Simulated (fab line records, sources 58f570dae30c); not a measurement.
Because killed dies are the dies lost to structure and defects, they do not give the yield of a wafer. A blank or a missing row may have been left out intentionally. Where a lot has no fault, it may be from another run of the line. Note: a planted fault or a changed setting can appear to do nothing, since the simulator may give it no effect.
Chamber matching | flow berkeley-cmos170 | 4 sister chambers for UCB170_V2_CMP_02 on cmp-02
The step polishes SiO2. 8 wafers are shown with their chamber, then 9 later ones without.

## EACH WAFER AND ITS CHAMBER
wafer  | chamber | motor-current-A (A)
L483.5 | 0       | 16.1
L486.3 | 1       | 15.9
L488.1 | 0       | 16.2
L488.4 | 3       | 19.2
L488.5 | 3       | 20.2
L489.3 | 2       | 15.4
L489.4 | 1       | 15.0
L489.5 | 2       | 15.2

## WAFERS WITH NO CHAMBER GIVEN
wafer  | motor-current-A (A)
L491.1 | 16.4
L491.2 | 15.5
L491.6 | 16.7
L493.4 | 19.6
L493.5 | 15.8
L493.6 | 15.3
L494.1 | 15.9
L494.3 | 16.5
L494.6 | 15.3

## THE CHAMBER EACH PASSED THROUGH
wafer  | from the rows above          | in truth
L491.1 | can't be placed: 0 or 1 or 2 | 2
L491.2 | can't be placed: 1 or 2 or 0 | 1
L491.6 | can't be placed: 0 or 1 or 2 | 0
L493.4 | 3                            | 3
L493.5 | can't be placed: 0 or 1 or 2 | 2
L493.6 | can't be placed: 2 or 1 or 0 | 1
L494.1 | can't be placed: 0 or 1 or 2 | 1
L494.3 | can't be placed: 0 or 1 or 2 | 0
L494.6 | can't be placed: 2 or 1 or 0 | 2
Placed correctly: 1 of 9. Can't be placed from these rows: 8 (the true chamber is among the candidates in 8). Placed wrongly: 0.
How it was worked out, from the rows above alone: a wafer's distance from a chamber is the root of the sum, over the readings, of the square of ((its reading less the chamber's mean) divided by the reading's scatter). If the next closest chamber is less than 2 further off than the closest, the wafer can't be placed; otherwise it belongs to the closest. Each chamber's mean is taken over the wafers shown for it. The scatter: take each reading less its chamber's mean, square it, sum over the shown wafers, divide by the number of wafers less the number of chambers, and take the root.
